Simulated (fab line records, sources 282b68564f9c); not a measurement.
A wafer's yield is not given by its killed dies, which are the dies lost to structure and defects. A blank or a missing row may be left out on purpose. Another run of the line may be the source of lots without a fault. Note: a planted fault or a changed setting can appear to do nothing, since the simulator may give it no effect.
Split-lot trial + flow ritCmos + 23 wafers read across 5 lots, on a route 202 steps long

== ABOUT THE SPLIT ==
At RIT_PSD_IMPLANT_08, the setting energyKev was moved away from the recipe's 27 on 9 of the 23 wafers read, by -4.9% to +2.0%. The other wafers ran this setting at the recipe's value.

== FROM THE SPLIT TO THE READING: what the file shows between them, 3 steps ==
- RIT_PSD_STRIP_09: strips in O2, time 180 s
- RIT_SDANNEAL_CLEAN_02: cleans in SC2, time 600 s
- RIT_SDANNEAL_RTA_03: time 5 s

== THE READING ==
PSD_RS in ohm/sq, measured at RIT_SDANNEAL_RS_MEAS_04 by four-point-probe. Fault-free wafers of this fab line usually give 115.94 ohm/sq, standard deviation 0.27 ohm/sq.

| wafer  | tool, chamber at the split | energyKev as run | against the recipe | PSD_RS, ohm/sq | against lot-mates on the recipe |
|--------|----------------------------|------------------|--------------------|----------------|---------------------------------|
| L074.1 | implanter-02, 0            | 27.55            | +2.0%              | 115.01         | -0.99                           |
| L074.2 | implanter-02, 0            | 27               | recipe             | 116.01         | -                               |
| L074.3 | implanter-02, 0            | 27               | recipe             | 116.24         | -                               |
| L074.4 | implanter-02, 0            | 27.55            | +2.0%              | 114.93         | -1.07                           |
| L074.5 | implanter-02, 0            | 27               | recipe             | 115.76         | -                               |
| L075.1 | implanter-02, 0            | 26.39            | -2.3%              | 117.87         | +1.67                           |
| L075.2 | implanter-02, 0            | 26.39            | -2.3%              | 117.34         | +1.14                           |
| L075.3 | implanter-02, 0            | 27               | recipe             | 116.57         | -                               |
| L075.5 | implanter-02, 0            | 27               | recipe             | 115.81         | -                               |
| L075.6 | implanter-02, 0            | 27               | recipe             | 116.21         | -                               |
| L076.1 | implanter-02, 0            | 27               | recipe             | 116.06         | -                               |
| L076.2 | implanter-02, 0            | 27               | recipe             | 115.98         | -                               |
| L076.6 | implanter-02, 0            | 27               | recipe             | 116.16         | -                               |
| L078.1 | implanter-03, 0            | 26.29            | -2.6%              | 117.50         | +1.61                           |
| L078.2 | implanter-03, 0            | 27               | recipe             | 115.73         | -                               |
| L078.4 | implanter-03, 0            | 27               | recipe             | 116.32         | -                               |
| L078.5 | implanter-03, 0            | 26.29            | -2.6%              | 117.22         | +1.33                           |
| L078.6 | implanter-03, 0            | 27               | recipe             | 115.62         | -                               |
| L085.2 | implanter-02, 0            | 25.68            | -4.9%              | 118.57         | +2.96                           |
| L085.3 | implanter-02, 0            | 27               | recipe             | 115.79         | -                               |
| L085.4 | implanter-02, 0            | 27               | recipe             | 115.42         | -                               |
| L085.5 | implanter-02, 0            | 25.68            | -4.9%              | 118.48         | +2.88                           |
| L085.6 | implanter-02, 0            | 25.68            | -4.9%              | 118.62         | +3.02                           |

THE FIT
A straight line over all 23 wafers: PSD_RS changes by -0.537 ohm/sq for each +1% of energyKev; r = -0.97; the points scatter about the line by 0.29 ohm/sq.
The same after taking each lot's own level away (the mean of its wafers on the recipe; 23 wafers): -0.587 ohm/sq for each +1%; r = -0.98; scatter 0.22 ohm/sq.
On that fit, the largest move of energyKev shifts the reading by 2.9 ohm/sq.
The lots' own levels span 115.605 to 116.197 ohm/sq, that is 2.2 times the standard deviation above.
Consequently the slope shifts little with the lot-to-lot level, the two slopes agreeing.
Check: +2.87 ohm/sq against its lot-mates is what the line predicts for one of the wafers moved furthest among these (-4.9%) when that wafer is left out of the fit. Against them it came out at +2.96 ohm/sq.

== OTHER SPLITS ON THESE WAFERS ==
Note: prior to the reading, these wafers also went through further splits. Each is held against what the fit with the lots' levels taken away leaves over:
| other split on the same wafers | wafers away from the commonest value | r with PSD_RS (lot level and that fit taken away) |
|--------------------------------|--------------------------------------|---------------------------------------------------|
| RIT_NSD_IMPLANT_08 energyKev   | 8                                    | -0.08                                             |

== THE WHOLE CHAIN: every reading that the file lists as answering this split, in the file's order ==
| step                    | what it does                 | reading                                                        | change (the file's fit)                | r (the file's) |
|-------------------------|------------------------------|----------------------------------------------------------------|----------------------------------------|----------------|
| RIT_PSD_IMPLANT_08      |                              | implant.rpNm (the simulator's own value, which no gauge read)  | +0.178 nm for each +1% of the setting  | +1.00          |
| RIT_PSD_IMPLANT_08      |                              | implant.drpNm (the simulator's own value, which no gauge read) | +0.0853 nm for each +1% of the setting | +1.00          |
| RIT_SDANNEAL_RS_MEAS_04 | measures by four-point-probe | PSD_RS                                                         | -0.588 for each +1% of the setting     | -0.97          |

== FILE'S OWN FIT ==
PSD_RS changes by -0.588 ohm/sq for each +1% of energyKev, r = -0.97.
